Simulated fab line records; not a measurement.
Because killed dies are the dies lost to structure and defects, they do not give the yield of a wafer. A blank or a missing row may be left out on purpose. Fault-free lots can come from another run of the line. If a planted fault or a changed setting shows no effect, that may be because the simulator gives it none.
Comparing a struck lot with a sound one + flow rit cmos + 17 steps out of a route of 202
Sound: the wafers L435.2, L435.3, L435.4. Struck: wafer L432.3 (left out: L432.4, L432.5 of the same lot, which were not struck); the cause appears at the end.
For every step that has rows: the tool of each side, followed by ch and its chambers, followed by its first start. Under that, the readings that differ: sound wafers + struck wafers + difference of the means + sigmas: that difference in standard deviations of wafers without a fault.
alike: readings whose means differ by less than 2 such deviations, and words and numbers that are the same on both sides. not compared: withheld readings, readings that some wafer has no value for, bounds like >300 that may hide the same value, and numbers for which the record gives no deviation and whose values overlap.
A row with sigmas, a row that says differs or no value, or rows on one side alone: a step with any of these is where the two part. Non-overlapping numbers with no deviation appear without sigmas and do not part them. A reading missing from all wafers of one side parts the sides only when that side holds two or more wafers.

first, 1 step without rows for these wafers: RIT_PSD_IMPLANT_08.
RIT_PSD_STRIP_09: strips in O2, time 180 s.
  sound on plasma asher-03 ch 0,1, day 6 19:27; struck on plasma asher-03 ch 1, day 6 07:19
  alike: drypump motor current A
  not compared: rf hours counter h
RIT_PSD_TW_MEAS_10:
  sound: film metro-03 at day 6 19:38; struck: film metro-02 at day 6 07:27
  alike: PSD_TW
then, 3 steps without rows for these wafers: RIT_SDANNEAL_CLEAN_00 (cleans in SC1, time 600 s); RIT_SDANNEAL_CLEAN_01 (cleans in dHF, time 30 s); RIT_SDANNEAL_CLEAN_02 (cleans in SC2, time 600 s).
RIT_SDANNEAL_RTA_03: time 5 s.
  sound on rtp anneal-01 ch 0, day 6 20:05; struck on rtp anneal-01 ch 0, day 6 08:04
  alike: wafer_temp_C_max
RIT_SDANNEAL_RS_MEAS_04: measurement is done with a four-point probe.
  sound: film metro-02 at day 6 20:10; struck: film metro-03 at day 6 08:09
  alike: PSD_RS
RIT_SDANNEAL_RS_MEAS_05: measurement is done with a four-point probe.
  sound: film metro-02 at day 6 20:17; struck: film metro-03 at day 6 08:16
  alike: NSD_RS
RIT_SDANNEAL_RS_MEAS_06: measurement is done with a four-point probe.
  sound: film metro-02 at day 6 20:24; struck: film metro-03 at day 6 08:23
  alike: PLDD_RS
RIT_SDANNEAL_RS_MEAS_07: measurement is done with a four-point probe.
  sound: film metro-02 at day 6 20:31; struck: film metro-03 at day 6 08:31
  alike: NLDD_RS
then, 1 step without rows for these wafers: RIT_SILICIDE_WET_ETCH_00 (etches SiO2 in BOE, target depth 14 nm, time 15 s).
RIT_SILICIDE_SPUTTER_01: material Ti, target thk 30 nm, time 240 s.
  sound: pvd sputter-02 at day 6 20:38; struck: pvd sputter-01 at day 6 08:36
  alike: throttle valve pct
RIT_SILICIDE_RS_MEAS_02: measurement is done with a four-point probe.
  sound: film metro-04 at day 6 20:48; struck: film metro-04 at day 6 08:47
| reading                 | sound          | struck | difference | sigmas |
|-------------------------|----------------|--------|------------|--------|
| SILICIDE_TI_RS (ohm/sq) | 47.4 48.0 46.7 | 50.7   | +3.3       | +4     |
RIT_SILICIDE_THK_MEAS_03: measures by xrf.
  sound: film metro-04 at day 6 20:55; struck: film metro-04 at day 6 08:53
| reading              | sound          | struck | difference | sigmas |
|----------------------|----------------|--------|------------|--------|
| SILICIDE_TI_THK (nm) | 30.0 29.9 30.3 | 28.6   | -1.5       | -3     |
RIT_SILICIDE_RTA_04: time 10 s, ramp up 5 s, ramp down 5 s.
  sound on rtp anneal-02 ch 0, day 6 20:58; struck on rtp anneal-02 ch 0, day 6 08:57
  alike: wafer_temp_C_max
RIT_M1_PROBE_99:
  sound wafers here have rows in the record (prober-01, day 7 04:43); struck ones have none

## WHERE THEY PART
Earliest at RIT_SILICIDE_RS_MEAS_02; latest, in this record, at RIT_M1_PROBE_99.

WHY: what the simulator had put in
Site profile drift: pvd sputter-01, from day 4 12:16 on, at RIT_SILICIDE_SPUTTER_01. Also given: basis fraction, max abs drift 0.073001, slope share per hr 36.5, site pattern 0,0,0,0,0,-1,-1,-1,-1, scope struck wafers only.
